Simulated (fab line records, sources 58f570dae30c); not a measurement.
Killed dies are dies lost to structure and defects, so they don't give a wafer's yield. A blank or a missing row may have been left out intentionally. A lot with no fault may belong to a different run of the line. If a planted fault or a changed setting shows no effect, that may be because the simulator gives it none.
2 desks, one fault | flow berkeley_cmos170 | only its own numbers are on each desk; what lay behind them is given at the end
Where a reading is given only as a bound, like >300, the bound stands for it, and a mean or a difference that rests on one is marked > or <: the true number lies beyond.

## FOR THE TOOL OWNER'S DESK: pvd_sputter-01
The tool's own readings at UCB170_M3_SPUTTER_01 (material Al, target thk 900 nm, time 120 s): means of the sampled wafers that have a number, for each lot that ran on this tool. If a lot's mean is further than 4 standard deviations from the usual mean, the lot is out of limits and carries the mark OUT (the distance appears in the brackets).
Columns: A = cathode_dc_power_W at UCB170_M3_SPUTTER_01, usual 6000.0 W; B = chamber_pressure_pa at UCB170_M3_SPUTTER_01, usual 0.5000 Pa; C = throttle_valve_pct at UCB170_M3_SPUTTER_01, usual 30.6 %
lot  | first seen here | A      | B      | C
L679 | day 8 04:25     | 5999.3 | 0.4999 | 30.5
L684 | day 10 06:43    | 6001.4 | 0.4996 | 30.7
L690 | day 10 17:46    | 6000.9 | 0.4999 | 30.4
L691 | day 11 16:07    | 5999.3 | 0.5002 | 30.3
L694 | day 11 19:17    | 6000.3 | 0.4996 | 31.7
L698 | day 12 10:40    | 5999.6 | 0.5003 | 30.4
L699 | day 12 20:36    | 6000.9 | 0.4998 | 30.4
Finding of this desk: none of the 7 lots has anything out of limits.

## THE METROLOGY DESK
Lot by lot, what the gauges showed, no matter which tool ran the lot: averages of those sampled wafers that carry a number. If a lot's mean is further than 4 standard deviations from the usual mean, the lot is out of limits and carries the mark OUT (the distance appears in the brackets).
Columns: A = V2_POLISHED_THK at UCB170_V2_THK_MEAS_04, usual 1000.3 nm; B = M3_AL_RS at UCB170_M3_RS_MEAS_02, usual 0.0320 ohm/sq; C = M3_AL_THK at UCB170_M3_THK_MEAS_03, usual 903 nm
lot  | first seen here | A      | B      | C
L679 | day 8 02:23     | 1000.0 | 0.0317 | 916
L682 | day 9 05:26     | 999.6  | -      | <0 (<-75) OUT
L683 | day 9 07:36     | 1000.9 | -      | <1 (<-75) OUT
L684 | day 10 04:42    | 1000.8 | 0.0318 | 906
L690 | day 10 15:37    | 999.5  | 0.0322 | 901
L691 | day 11 13:04    | 998.2  | 0.0316 | 909
L695 | day 11 17:04    | 999.5  | 0.0320 | 904
L694 | day 11 17:17    | 999.8  | 0.0315 | 919
L693 | day 11 17:38    | 1000.2 | 0.0315 | 911
L698 | day 12 08:57    | 1001.2 | 0.0316 | 923
L697 | day 12 10:11    | 998.7  | 0.0317 | 910
L700 | day 12 16:53    | 1000.5 | 0.0320 | 904
L699 | day 12 17:58    | 1000.5 | 0.0320 | 903
L701 | day 12 22:05    | 1000.0 | 0.0330 | 877
Per this desk, out of limits: L682, L683; the first was L682, day 9 07:40 (M3_AL_THK at UCB170_M3_THK_MEAS_03). In limits: L679, L684, L690, L691, L695, L694, L693, L698, L697, L700, L699, L701.

## TAKEN TOGETHER
On L682, L683, the metrology desk was in a position to raise an alarm at day 9 07:40.
The desk of the tool owner found nothing out of limits.
The tool owner's desk has no number on record for L682, L683.
The lots listed all ran UCB170_M3_SPUTTER_01 on pvd_sputter-01.

## WHAT THE SIMULATOR PUT IN
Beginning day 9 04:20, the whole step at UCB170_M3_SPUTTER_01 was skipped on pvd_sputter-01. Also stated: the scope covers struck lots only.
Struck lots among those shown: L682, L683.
Delay in hours, fault start to first out-of-limits reading, per desk: metrology desk 3.
